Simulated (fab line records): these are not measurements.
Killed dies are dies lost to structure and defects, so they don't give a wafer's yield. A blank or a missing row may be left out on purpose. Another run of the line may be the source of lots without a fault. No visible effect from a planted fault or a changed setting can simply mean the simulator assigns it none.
fab line records	flow berkeleyCmos170
record: lots: 5	wafers: 23
route steps=331 shown NSD@188 SILICIDE@211 CONTACT@217 M1@249 V1@254
startH: hours from the record's opening day to when the first of the lot's shown wafers began	waitH: time in hours since the lot's previous step	" as in the row above	L1.1+2: several wafers, shown together as one row	- no value, or no start was given	* or withheld: withheld	< > ~ a bound
route shown NAME@n: names a module that has steps shown in the file, with the first one's number in the route	usual: mean/standard deviation taken from wafers without a fault	same: alike in all rows	chamber/n: place in a boat	sites: readings site by site	_std_site: standard deviation of those values	_edge_site: outer sites' mean less inner sites'	radiusMm: for every site, how far away it sits from the centre of the wafer	mask NAME#n: copy n	behind: the tool/chamber that last shaped the wafer	hold: cause of the lot's hold/its duration in hours/its outcome	device: names the non-switching transistor (n, p or np)	end of line: the route-end tests of the same wafers	a step given without rows: its recipe and nothing more	killed: dies that structure and defects cost at the first sort, which is not the same as the wafer's yield	map: shows each die of a wafer: x if killed, . if not, _ if none is there
set.NAME: the setting as run; set.NAME@STEP: as run at that earlier step	model.NAME: the simulator's own value behind a step, which no gauge read
lots where settings were altered on purpose, with a table for each step and a row for each wafer
== steps ==
step: UCB170_NSD_COAT_01
recipe: resist: KrF	spinRpm: 1500	resistThkNm: 900
lot.wafer	tool	chamber	startH	waitH	set.resistThkNm	model.KrF_of_NSD_COAT_01.thkNm
L077.1+5	lithoTrack-03	0	140.91	0.1	849.9	850.9
L077.2	"	0	"	"	900	903.1
L077.3	"	0	"	"	900	900.6
L077.4	"	0	"	"	900	902.9
L076.1	lithoTrack-03	0	141.36	0.1	853.3	851.7
L076.2	"	0	"	"	853.3	852
L076.3	"	0	"	"	900	896.5
L076.4	"	0	"	"	900	896.6
L076.5	"	0	"	"	900	899.5
L081.2	lithoTrack-01	0	167.77	0.1	900	896.8
L081.4	"	0	"	"	900	898.8
L081.6	"	0	"	"	900	899.8
L084.1	lithoTrack-03	0	191.35	0.1	915.4	919.2
L084.2	"	0	"	"	915.4	918.5
L084.4	"	0	"	"	915.4	916.7
L084.5	"	0	"	"	900	901.1
L084.6	"	0	"	"	900	901.7
L085.2	lithoTrack-01	0	191.53	0.1	900	899.6
L085.3	"	0	"	"	847.5	848.4
L085.4	"	0	"	"	900	899.5
L085.5	"	0	"	"	847.5	848
L085.6	"	0	"	"	847.5	846.1
step: UCB170_NSD_SOFTBAKE_02
recipe: resist: KrF	tempC: 130	timeS: 60
step: UCB170_NSD_EXPOSE_03
recipe: maskId: NSELECT_MOD	na: 0.5	sigmaOuter: 0.6	sourceShape: conventional	targetCdNm: 1200	doseMj: 30
step: UCB170_NSD_IMPLANT_08
recipe: species: P	doseCm2: 2.977e+15	energyKev: 40	tiltDeg: 7
step: UCB170_NSD_STRIP_09
recipe: chemistry: O2	powerW: 400	pressureMtorr: 3500	platenTempC: withheld	o2FlowSccm: 400	overashFraction: 0.5
usual: stripTimeToEndpointS: 35.78/0.067
lot.wafer	tool	chamber	startH	waitH	set.resistThkNm@NSD_COAT_01	stripTimeToEndpointS
L077.1	plasmaAsher-01	1	142.41	0.1	849.9	34.58
L077.2	"	0	"	"	900	35.83
L077.3	"	0	"	"	900	35.74
L077.4	"	1	"	"	900	35.82
L077.5	"	0	"	"	849.9	34.59
L076.1	plasmaAsher-03	1	142.57	0.1	853.3	34.64
L076.2	"	0	"	"	853.3	34.60
L076.3	"	1	"	"	900	35.67
L076.4	"	0	"	"	900	35.71
L076.5	"	0	"	"	900	35.78
L081.2	plasmaAsher-01	0	169.56	0.1	900	35.67
L081.4	"	1	"	"	900	35.74
L081.6	"	0	"	"	900	35.72
L084.1	plasmaAsher-03	0	192.39	0.1	915.4	36.20
L084.2	"	1	"	"	915.4	36.20
L084.4	"	1	"	"	915.4	36.13
L084.5	"	1	"	"	900	35.75
L084.6	"	0	"	"	900	35.82
L085.2	plasmaAsher-04	1	192.66	0.1	900	35.70
L085.3	"	1	"	"	847.5	34.51
L085.4	"	0	"	"	900	35.72
L085.5	"	0	"	"	847.5	34.50
L085.6	"	1	"	"	847.5	34.44
step: UCB170_SILICIDE_SPUTTER_01
recipe: material: Ti	targetThkNm: 30	timeS: 25	powerW: 1500	chamberPressurePa: 0.5
lot.wafer	tool	chamber	startH	waitH	set.powerW	model.Ti_of_SILICIDE_SPUTTER_01.thkNm
L077.1	pvdSputter-03	-	145.13	0.0	1500	29.82
L077.2	"	-	"	"	1500	30.3
L077.3	"	-	"	"	1625	32.38
L077.4	"	-	"	"	1500	30.68
L077.5	"	-	"	"	1625	32.46
L076.1	pvdSputter-01	-	145.43	0.0	1324	26.09
L076.2	"	-	"	"	1500	29.77
L076.3	"	-	"	"	1324	25.95
L076.4	"	-	"	"	1324	26.48
L076.5	"	-	"	"	1500	29.26
L081.2	pvdSputter-01	-	171.88	0.0	1500	29.8
L081.4+6	"	-	"	"	1500	30.05
L084.1	pvdSputter-03	-	195.99	0.0	1500	30.32
L084.2	"	-	"	"	1581	31.58
L084.4	"	-	"	"	1500	29.65
L084.5	"	-	"	"	1500	30.01
L084.6	"	-	"	"	1581	32.2
L085.2	pvdSputter-01	-	196.00	0.0	1500	30.41
L085.3	"	-	"	"	1500	29.88
L085.4	"	-	"	"	1442	28.82
L085.5	"	-	"	"	1442	28.76
L085.6	"	-	"	"	1500	30.21
step: UCB170_SILICIDE_RS_MEAS_02
recipe: thkMeasGauge: four-point-probe	reads: Ti_of_SILICIDE_SPUTTER_01
usual: SILICIDE_TI_RS: 26.2/0.37
lot.wafer	tool	chamber	startH	waitH	set.powerW@SILICIDE_SPUTTER_01	SILICIDE_TI_RS[ohm/sq]
L077.1	filmMetro-03	-	145.22	0.1	1500	26.4
L077.2	"	-	"	"	1500	26.0
L077.3	"	-	"	"	1625	24.0
L077.4	"	-	"	"	1500	25.6
L077.5	"	-	"	"	1625	23.9
L076.1	filmMetro-03	-	145.46	0.0	1324	30.8
L076.2	"	-	"	"	1500	26.4
L076.3	"	-	"	"	1324	31.0
L076.4	"	-	"	"	1324	30.3
L076.5	"	-	"	"	1500	26.9
L081.2	filmMetro-03	-	171.93	0.0	1500	26.3
L081.4	"	-	"	"	1500	26.1
L081.6	"	-	"	"	1500	26.2
L084.1	filmMetro-03	-	196.02	0.0	1500	25.8
L084.2	"	-	"	"	1581	24.7
L084.4	"	-	"	"	1500	26.5
L084.5	"	-	"	"	1500	26.1
L084.6	"	-	"	"	1581	24.1
L085.2	filmMetro-01	-	196.05	0.0	1500	25.7
L085.3	"	-	"	"	1500	26.3
L085.4	"	-	"	"	1442	27.4
L085.5	"	-	"	"	1442	27.5
L085.6	"	-	"	"	1500	25.9
step: UCB170_SILICIDE_THK_MEAS_03
recipe: thkMeasGauge: xrf	reads: Ti_of_SILICIDE_SPUTTER_01
usual: SILICIDE_TI_THK: 30.1/0.39
lot.wafer	tool	chamber	startH	waitH	set.powerW@SILICIDE_SPUTTER_01	SILICIDE_TI_THK[nm]
L077.1	filmMetro-03	-	145.34	0.1	1500	30.0
L077.2	"	-	"	"	1500	30.5
L077.3	"	-	"	"	1625	32.6
L077.4	"	-	"	"	1500	30.8
L077.5	"	-	"	"	1625	32.7
L076.1	filmMetro-03	-	145.58	0.1	1324	26.3
L076.2	"	-	"	"	1500	30.0
L076.3	"	-	"	"	1324	26.2
L076.4	"	-	"	"	1324	26.6
L076.5	"	-	"	"	1500	29.5
L081.2	filmMetro-03	-	172.04	0.1	1500	30.2
L081.4	"	-	"	"	1500	30.2
L081.6	"	-	"	"	1500	30.3
L084.1	filmMetro-03	-	196.14	0.1	1500	30.7
L084.2	"	-	"	"	1581	31.9
L084.4	"	-	"	"	1500	30.0
L084.5	"	-	"	"	1500	30.2
L084.6	"	-	"	"	1581	32.5
L085.2	filmMetro-01	-	196.16	0.1	1500	30.7
L085.3	"	-	"	"	1500	30.2
L085.4	"	-	"	"	1442	29.1
L085.5	"	-	"	"	1442	29.2
L085.6	"	-	"	"	1500	30.5
step: UCB170_CONTACT_CVD_01
recipe: material: PSG	targetThkNm: 700	tempC: 450	precursor: SiH4/O2/PH3	timeS: 2820	pressureMtorr: 300	sih4FlowSccm: 60	o2FlowSccm: 90	ph3FlowSccm: 25
lot.wafer	tool	chamber	startH	waitH	set.timeS	model.PSG_of_CONTACT_CVD_01.thkNm
L076.1	-	-	-	1.0	2523	635.8
L076.2	"	-	"	"	2523	629.7
L076.3	"	-	"	"	2523	628.9
L076.4	"	-	"	"	2523	636.2
L076.5	"	-	"	"	2523	629.5
L077.1	-	-	-	1.3	2820	699.4
L077.2	"	-	"	"	2820	692
L077.3	"	-	"	"	2820	695.4
L077.4	"	-	"	"	2820	698.1
L077.5	"	-	"	"	2820	693.8
L081.2	lpcvd-01	1	173.62	0.9	2820	707.7
L081.4	"	1	"	"	2820	708.7
L081.6	"	1	"	"	2820	706.1
L084.1	-	-	-	0.0	2820	703.1
L084.2	"	-	"	"	2820	705.5
L084.4	"	-	"	"	2820	703.2
L084.5	"	-	"	"	2820	699.3
L084.6	"	-	"	"	2820	699
L085.2	-	-	-	1.0	2660	671.4
L085.3	"	-	"	"	2660	664.8
L085.4	"	-	"	"	2660	667.4
L085.5	"	-	"	"	2660	665.8
L085.6	"	-	"	"	2660	666.5
step: UCB170_CONTACT_THK_MEAS_02
recipe: reads: PSG_of_CONTACT_CVD_01
usual: CONTACT_PSG_THK: 702/5.5
lot.wafer	tool	chamber	startH	waitH	set.timeS@CONTACT_CVD_01	CONTACT_PSG_THK[nm]
L076.1	filmMetro-03	-	-	-	2523	636
L076.2	"	-	"	"	2523	629
L076.3	"	-	"	"	2523	629
L076.4	"	-	"	"	2523	636
L076.5	"	-	"	"	2523	629
L077.1	filmMetro-04	-	-	-	2820	699
L077.2	"	-	"	"	2820	692
L077.3	"	-	"	"	2820	695
L077.4	"	-	"	"	2820	698
L077.5	"	-	"	"	2820	694
L081.2	filmMetro-02	-	175.41	0.0	2820	708
L081.4	"	-	"	"	2820	709
L081.6	"	-	"	"	2820	706
L084.1	filmMetro-04	-	-	-	2820	703
L084.2	"	-	"	"	2820	706
L084.4	"	-	"	"	2820	703
L084.5	"	-	"	"	2820	700
L084.6	"	-	"	"	2820	699
L085.2	filmMetro-04	-	-	-	2660	671
L085.3	"	-	"	"	2660	665
L085.4	"	-	"	"	2660	667
L085.5	"	-	"	"	2660	665
L085.6	"	-	"	"	2660	666
step: UCB170_CONTACT_EXPOSE_12
recipe: maskId: CONT	targetCdNm: 700	na: 0.5	sigmaOuter: 0.6	sourceShape: conventional	doseMj: 35
lot.wafer	tool	chamber	startH	waitH	mask	set.doseMj
L077.1+2+3+4+5	krfScanner-02	0	150.15	-	CONT#0	35
L076.1+3	krfScanner-01	0	150.50	-	CONT#0	34.16
L076.2+4+5	"	0	"	"	CONT#0	35
L081.2+4+6	krfScanner-01	0	176.86	-	CONT#0	35
L084.1+4	krfScanner-01	0	199.89	-	CONT#0	37.21
L084.2+5+6	"	0	"	"	CONT#0	35
L085.2+5+6	krfScanner-01	0	200.86	-	CONT#0	35
L085.3+4	"	0	"	"	CONT#0	34.14
step: UCB170_CONTACT_PEB_13
recipe: pebTempC: 130	pebTimeS: withheld	resist: KrF
step: UCB170_CONTACT_DEVELOP_14
recipe: developer: TMAH	developTimeS: 45	resist: KrF	devTempC: 19.75
lot.wafer	tool	chamber	startH	waitH	set.doseMj@CONTACT_EXPOSE_12	model.CONTACT.cdNm
L077.1+3	lithoTrack-01	0	-	-	35	697.8
L077.2	"	0	"	"	35	698.6
L077.4	"	0	"	"	35	700.4
L077.5	"	0	"	"	35	698.9
L076.1	lithoTrack-02	0	-	-	34.16	696
L076.2+5	"	0	"	"	35	702.3
L076.3	"	0	"	"	34.16	697.1
L076.4	"	0	"	"	35	701.8
L081.2	lithoTrack-02	0	-	-	35	698.9
L081.4	"	0	"	"	35	698.5
L081.6	"	0	"	"	35	699.6
L084.1	lithoTrack-02	0	-	-	37.21	709.3
L084.2	"	0	"	"	35	698.5
L084.4	"	0	"	"	37.21	710.3
L084.5	"	0	"	"	35	698.9
L084.6	"	0	"	"	35	699.3
L085.2	lithoTrack-01	0	-	-	35	698.4
L085.3	"	0	"	"	34.14	694.9
L085.4	"	0	"	"	34.14	694
L085.5	"	0	"	"	35	697.9
L085.6	"	0	"	"	35	698.9
step: UCB170_CONTACT_CD_MEAS_15
recipe: targetCdNm: 700
usual: cdNm: 699.6/1.2
lot.wafer	tool	chamber	startH	waitH	set.doseMj@CONTACT_EXPOSE_12	cdNm
L077.1	cdSem-02	-	150.55	-	35	697.9
L077.2	"	-	"	"	35	698.3
L077.3	"	-	"	"	35	697.8
L077.4	"	-	"	"	35	700.2
L077.5	"	-	"	"	35	699.0
L076.1	cdSem-02	-	150.94	-	34.16	696.1
L076.2	"	-	"	"	35	702.2
L076.3	"	-	"	"	34.16	697.2
L076.4	"	-	"	"	35	701.9
L076.5	"	-	"	"	35	702.1
L081.2	cdSem-01	-	177.25	-	35	698.9
L081.4	"	-	"	"	35	698.7
L081.6	"	-	"	"	35	700.1
L084.1	cdSem-01	-	200.28	-	37.21	709.3
L084.2	"	-	"	"	35	698.5
L084.4	"	-	"	"	37.21	710.5
L084.5	"	-	"	"	35	699.0
L084.6	"	-	"	"	35	699.3
L085.2	cdSem-01	-	201.41	-	35	698.4
L085.3	"	-	"	"	34.14	695.1
L085.4	"	-	"	"	34.14	693.9
L085.5	"	-	"	"	35	697.8
L085.6	"	-	"	"	35	699.0
step: UCB170_CONTACT_ETCH_17
recipe: chemistry: N2/H2	targetDepthA: withheld	overetchA: withheld	target: BARC	timeS: withheld	sourceW: 500	biasW: 100	pressureMtorr: 30	n2FlowSccm: 100	h2FlowSccm: 200
lot.wafer	tool	chamber	startH	waitH	set.doseMj@CONTACT_EXPOSE_12	model.CONTACT.cdNm
L077.1	rieDiel-01	3	150.70	0.0	35	698.8
L077.2	"	2	"	"	35	698.3
L077.3	"	0	"	"	35	697.5
L077.4	"	1	"	"	35	700.6
L077.5	"	3	"	"	35	699.7
L076.1	rieDiel-03	0	151.09	0.0	34.16	695
L076.2+4	"	2,1	"	"	35	702.4
L076.3	"	3	"	"	34.16	695.8
L076.5	"	3	"	"	35	701.4
L081.2	rieDiel-03	0	177.39	0.0	35	699
L081.4	"	3	"	"	35	697.8
L081.6	"	1	"	"	35	700.5
L084.1	rieDiel-02	0	200.44	0.0	37.21	709.1
L084.2	"	2	"	"	35	698.2
L084.4	"	3	"	"	37.21	709.8
L084.5	"	1	"	"	35	698.4
L084.6	"	0	"	"	35	699.4
L085.2	rieDiel-03	1	201.55	0.0	35	699.1
L085.3	"	2	"	"	34.14	694.3
L085.4	"	0	"	"	34.14	693.6
L085.5	"	1	"	"	35	698.5
L085.6	"	2	"	"	35	698.6
step: UCB170_CONTACT_ETCH_18
recipe: chemistry: CHF3/CF4/Ar	target: PSG	stopOn: TiSi2	CHF3_flow_sccm: 45	cf4FlowSccm: 15	Ar_flow_sccm: 150	pressureMtorr: 200	rfW: 700	targetDepthA: 8400	overEtchFrac: 0.2	timeS: 195
lot.wafer	tool	chamber	startH	waitH	set.overEtchFrac	set.timeS@CONTACT_CVD_01	model.etch.depthNm	model.CONTACT.featureDepthNm
L077.1	rieDiel-01	3	-	-	0.2	2820	699.4	699.4
L077.2	"	2	"	"	0.2	2820	692	692
L077.3	"	0	"	"	0.1479	2820	695.4	695.4
L077.4	"	1	"	"	0.1479	2820	698.1	698.1
L077.5	"	3	"	"	0.2	2820	693.8	693.8
L076.1	rieDiel-03	0	-	-	0.2	2523	635.8	635.8
L076.2	"	2	"	"	0.2214	2523	629.7	629.7
L076.3	"	3	"	"	0.2	2523	628.9	628.9
L076.4	"	1	"	"	0.2214	2523	636.2	636.2
L076.5	"	3	"	"	0.2	2523	629.5	629.5
L081.2	rieDiel-03	0	-	-	0.2	2820	707.7	707.7
L081.4	"	3	"	"	0.2	2820	708.7	708.7
L081.6	"	1	"	"	0.2	2820	706.1	706.1
L084.1	rieDiel-02	0	-	-	0.1772	2820	703.1	703.1
L084.2	"	2	"	"	0.1772	2820	705.5	705.5
L084.4	"	3	"	"	0.2	2820	703.2	703.2
L084.5	"	1	"	"	0.2	2820	699.3	699.3
L084.6	"	0	"	"	0.1772	2820	699	699
L085.2	rieDiel-03	1	-	-	0.2288	2660	671.4	671.4
L085.3	"	2	"	"	0.2288	2660	664.8	664.8
L085.4	"	0	"	"	0.2	2660	667.4	667.4
L085.5	"	1	"	"	0.2288	2660	665.8	665.8
L085.6	"	2	"	"	0.2	2660	666.5	666.5
step: UCB170_CONTACT_STRIP_19
recipe: chemistry: O2	powerW: 400	pressureMtorr: 3500	platenTempC: withheld	o2FlowSccm: 400	overashFraction: 0.5
step: UCB170_CONTACT_CD_MEAS_90
recipe: targetCdNm: 700
usual: cdNm: 699.1/1.4
lot.wafer	tool	chamber	startH	waitH	set.doseMj@CONTACT_EXPOSE_12	cdNm
L077.1	cdSem-01	-	150.97	0.1	35	698.5
L077.2	"	-	"	"	35	698.2
L077.3	"	-	"	"	35	696.8
L077.4	"	-	"	"	35	699.7
L077.5	"	-	"	"	35	699.8
L076.1	cdSem-02	-	151.36	0.1	34.16	694.5
L076.2	"	-	"	"	35	701.8
L076.3	"	-	"	"	34.16	695.9
L076.4	"	-	"	"	35	701.7
L076.5	"	-	"	"	35	700.8
L081.2	cdSem-02	-	177.68	0.1	35	698.6
L081.4	"	-	"	"	35	696.8
L081.6	"	-	"	"	35	699.9
L084.1	cdSem-02	-	200.71	0.1	37.21	708.7
L084.2	"	-	"	"	35	697.5
L084.4	"	-	"	"	37.21	710.0
L084.5	"	-	"	"	35	699.2
L084.6	"	-	"	"	35	699.3
L085.2	cdSem-02	-	201.84	0.1	35	698.8
L085.3	"	-	"	"	34.14	694.3
L085.4	"	-	"	"	34.14	693.6
L085.5	"	-	"	"	35	698.0
L085.6	"	-	"	"	35	698.1
step: UCB170_M1_ETCH_11
recipe: chemistry: N2/H2	targetDepthA: withheld	overetchA: withheld	target: BARC	timeS: withheld	sourceW: 500	biasW: 100	pressureMtorr: 30	n2FlowSccm: 100	h2FlowSccm: 200
lot.wafer	tool	chamber	startH	waitH	set.biasW
L077.1+3+5	rieDiel-04	0,3,3	152.63	0.0	100
L077.2+4	"	2,1	"	"	108.4
L076.1+2+5	rieDiel-02	1,0,3	153.02	0.0	100
L076.3+4	"	3,1	"	"	90.9
L081.2+4+6	rieDiel-02	0,2,0	179.37	0.0	100
L084.1+5+6	rieDiel-02	3,3,0	202.38	0.0	108.1
L084.2+4	"	1,0	"	"	100
L085.2+4	rieDiel-02	0,1	203.48	0.0	109.5
L085.3+5+6	"	3,0,3	"	"	100
step: UCB170_M1_METAL_ETCH_12
recipe: chemistry: Cl2/BCl3	target: Al	stopOn: PSG	pressureMtorr: 12	targetDepthA: 7800	overEtchFrac: 0.3	timeS: 130	icpW: 600	biasW: 120	Cl2_flow_sccm: 90	bcl3FlowSccm: 45
lot.wafer	tool	chamber	startH	waitH	set.timeS@CONTACT_CVD_01	model.PSG_of_CONTACT_CVD_01.thkNm
L077.1	rieMetal-04	1	152.67	-	2820	661.3
L077.2	"	0	"	"	2820	653.6
L077.3	"	0	"	"	2820	657
L077.4	"	1	"	"	2820	660.2
L077.5	"	1	"	"	2820	655.6
L076.1	rieMetal-02	0	153.06	-	2523	600.4
L076.2	"	1	"	"	2523	591.8
L076.3	"	1	"	"	2523	590.9
L076.4	"	0	"	"	2523	600.6
L076.5	"	0	"	"	2523	594.1
L081.2	rieMetal-02	1	179.41	-	2820	669.6
L081.4	"	0	"	"	2820	672.6
L081.6	"	0	"	"	2820	670.3
L084.1	rieMetal-02	1	202.43	-	2820	664.6
L084.2	"	1	"	"	2820	667.4
L084.4	"	1	"	"	2820	665.1
L084.5	"	1	"	"	2820	661.1
L084.6	"	1	"	"	2820	660.7
L085.2	rieMetal-04	0	203.52	-	2660	632.8
L085.3	"	0	"	"	2660	626.4
L085.4	"	1	"	"	2660	629.8
L085.5	"	1	"	"	2660	628.4
L085.6	"	0	"	"	2660	628
step: UCB170_V1_CVD_00
recipe: material: SiO2	targetThkNm: 2000	tempC: 390	precursor: TEOS/O2	timeS: 250	rfW: 550	pressureMtorr: 9000
lot.wafer	tool	chamber	startH	waitH	set.timeS	model.SiO2_of_V1_CVD_00.thkNm
L077.1	pecvd-04	0	160.70	0.0	250	1974
L077.2	"	1	"	"	250	1970
L077.3	"	2	"	"	250	1999
L077.4	"	0	"	"	214.4	1711
L077.5	"	2	"	"	214.4	1759
L076.1	pecvd-02	0	160.85	0.2	262	2104
L076.2	"	2	"	"	250	2024
L076.3	"	1	"	"	250	2034
L076.4	"	1	"	"	262	2163
L076.5	"	0	"	"	262	2135
L081.2	pecvd-04	0	182.83	0.0	250	1980
L081.4	"	1	"	"	250	1991
L081.6	"	0	"	"	250	2000
L084.1	pecvd-02	0	206.26	0.0	274.2	2193
L084.2	"	1	"	"	250	1993
L084.4	"	0	"	"	250	2021
L084.5	"	2	"	"	250	2064
L084.6	"	1	"	"	274.2	2236
L085.2	pecvd-03	1	206.26	0.0	250	1985
L085.3	"	0	"	"	237.3	1915
L085.4	"	2	"	"	250	2059
L085.5	"	0	"	"	250	2092
L085.6	"	1	"	"	237.3	1924
step: UCB170_V1_THK_MEAS_01
recipe: reads: SiO2_of_V1_CVD_00
usual: V1_TEOS_THK: 2011/31
lot.wafer	tool	chamber	startH	waitH	set.timeS@V1_CVD_00	V1_TEOS_THK[nm]
L077.1	filmMetro-03	-	160.85	0.1	250	1975
L077.2	"	-	"	"	250	1971
L077.3	"	-	"	"	250	2001
L077.4	"	-	"	"	214.4	1711
L077.5	"	-	"	"	214.4	1757
L076.1	filmMetro-03	-	161.01	0.1	262	2105
L076.2	"	-	"	"	250	2023
L076.3	"	-	"	"	250	2032
L076.4	"	-	"	"	262	2163
L076.5	"	-	"	"	262	2135
L081.2	filmMetro-03	-	182.99	0.1	250	1979
L081.4	"	-	"	"	250	1991
L081.6	"	-	"	"	250	2000
L084.1	filmMetro-04	-	206.42	0.1	274.2	2193
L084.2	"	-	"	"	250	1992
L084.4	"	-	"	"	250	2021
L084.5	"	-	"	"	250	2064
L084.6	"	-	"	"	274.2	2236
L085.2	filmMetro-01	-	206.43	0.1	250	1984
L085.3	"	-	"	"	237.3	1916
L085.4	"	-	"	"	250	2059
L085.5	"	-	"	"	250	2090
L085.6	"	-	"	"	237.3	1924
== key ==
split: step: UCB170_NSD_COAT_01	setting: resistThkNm	stated: 900	by: wafer
response: step: UCB170_NSD_COAT_01	reading: model.KrF_of_NSD_COAT_01.thkNm	change: +9.01	per: 1%	r: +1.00
response: step: UCB170_NSD_STRIP_09	reading: stripTimeToEndpointS	change: *	per: 1%	r: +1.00
split: step: UCB170_SILICIDE_SPUTTER_01	setting: powerW	stated: 1500	by: wafer
response: step: UCB170_SILICIDE_SPUTTER_01	reading: model.Ti_of_SILICIDE_SPUTTER_01.thkNm	change: +0.29	per: 1%	r: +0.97
response: step: UCB170_SILICIDE_RS_MEAS_02	reading: SILICIDE_TI_RS	change: -0.316	per: 1%	r: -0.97
response: step: UCB170_SILICIDE_THK_MEAS_03	reading: SILICIDE_TI_THK	change: +0.29	per: 1%	r: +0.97
split: step: UCB170_CONTACT_CVD_01	setting: timeS	stated: 2820	by: lot
response: step: UCB170_CONTACT_CVD_01	reading: model.PSG_of_CONTACT_CVD_01.thkNm	change: +6.45	per: 1%	r: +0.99
response: step: UCB170_CONTACT_THK_MEAS_02	reading: CONTACT_PSG_THK	change: +6.48	per: 1%	r: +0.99
response: step: UCB170_CONTACT_ETCH_18	reading: model.etch.depthNm	change: +6.45	per: 1%	r: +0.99
response: step: UCB170_CONTACT_ETCH_18	reading: model.CONTACT.featureDepthNm	change: +6.45	per: 1%	r: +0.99
response: step: UCB170_M1_METAL_ETCH_12	reading: model.PSG_of_CONTACT_CVD_01.thkNm	change: +6.34	per: 1%	r: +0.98
split: step: UCB170_CONTACT_EXPOSE_12	setting: doseMj	stated: 35	by: wafer
response: step: UCB170_CONTACT_DEVELOP_14	reading: model.CONTACT.cdNm	change: +1.77	per: 1%	r: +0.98
response: step: UCB170_CONTACT_CD_MEAS_15	reading: cdNm	change: +1.77	per: 1%	r: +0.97
response: step: UCB170_CONTACT_ETCH_17	reading: model.CONTACT.cdNm	change: +1.85	per: 1%	r: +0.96
response: step: UCB170_CONTACT_CD_MEAS_90	reading: cdNm	change: +1.8	per: 1%	r: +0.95
split: step: UCB170_CONTACT_ETCH_18	setting: overEtchFrac	stated: 0.2	by: wafer
response none clear
split: step: UCB170_M1_ETCH_11	setting: biasW	stated: 100	by: wafer
response none clear
split: step: UCB170_V1_CVD_00	setting: timeS	stated: 250	by: wafer
response: step: UCB170_V1_CVD_00	reading: model.SiO2_of_V1_CVD_00.thkNm	change: +18.7	per: 1%	r: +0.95
response: step: UCB170_V1_THK_MEAS_01	reading: V1_TEOS_THK	change: +18.8	per: 1%	r: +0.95
